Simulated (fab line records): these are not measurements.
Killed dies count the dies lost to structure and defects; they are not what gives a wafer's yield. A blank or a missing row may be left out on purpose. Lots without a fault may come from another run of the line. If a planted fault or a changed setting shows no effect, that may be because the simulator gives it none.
Which tool was responsible? ; flow berkeley cmos170 ; 21 wafers from 7 lots sampled at 2 of the route's 331 steps

WHAT THE GAUGES SHOWED, per wafer
UCB170_NVT_TW_MEAS_09.
lot;measured;on;NVT_TW
L804;day 5 19:00;film metro-04;508 507 507
L805;day 5 23:51;film metro-04;508 510 509
L807;day 6 08:20;film metro-02;515 515 515
L810;day 7 03:27;film metro-02;515 515 513
L811;day 7 07:55;film metro-04;513 509 515
L814;day 7 23:29;film metro-03;525 521 523
L818;day 8 23:36;film metro-04;564 563 564 565 567 563

EACH LOT AND THE TOOL THAT RAN IT (in order: tool; ch and the chambers of the sampled wafers; start)
lot;UCB170_NVT_IMPLANT_07
L804;implanter-04 ch 0, day 5 18:45
L805;implanter-01 ch 0, day 5 23:38
L807;implanter-03 ch 0, day 6 08:05
L810;implanter-04 ch 0, day 7 03:12
L811;implanter-03 ch 0, day 7 07:43
L814;implanter-01 ch 0, day 7 23:16
L818;implanter-01 ch 0, day 8 23:23
- UCB170_NVT_IMPLANT_07

THE ANSWER, worked out from the rows above alone
Rule: usual is defined by the lots themselves. The widest of any qualifying gaps counts: lots, ordered by their means at a reading, are off when they make up no more than a third of the lots, leave a main group of 4 or more, and stand apart from it by 3 or more times the standard deviation of that group's means. If all means in a main group match to the digits the tables above print for the reading, that group is not used. Also off: a lot with no number at a reading for which 4 or more lots have one. The other lots that the step has rows for count as sound.
Off: L818, at UCB170_NVT_TW_MEAS_09 (NVT_TW). The main group has a mean of 514 with a standard deviation of 5.
A tool fits if, at a process step before that reading, it ran every lot that is off, and no sound lot after the first of them. Gauges at UCB170_NVT_TW_MEAS_09: tried the same way as those tools. Can't be told from this: 2 tools fit, implanter-01 at UCB170_NVT_IMPLANT_07, film metro-04 at UCB170_NVT_TW_MEAS_09.

WHAT HAD BEEN PUT IN BY THE SIMULATOR
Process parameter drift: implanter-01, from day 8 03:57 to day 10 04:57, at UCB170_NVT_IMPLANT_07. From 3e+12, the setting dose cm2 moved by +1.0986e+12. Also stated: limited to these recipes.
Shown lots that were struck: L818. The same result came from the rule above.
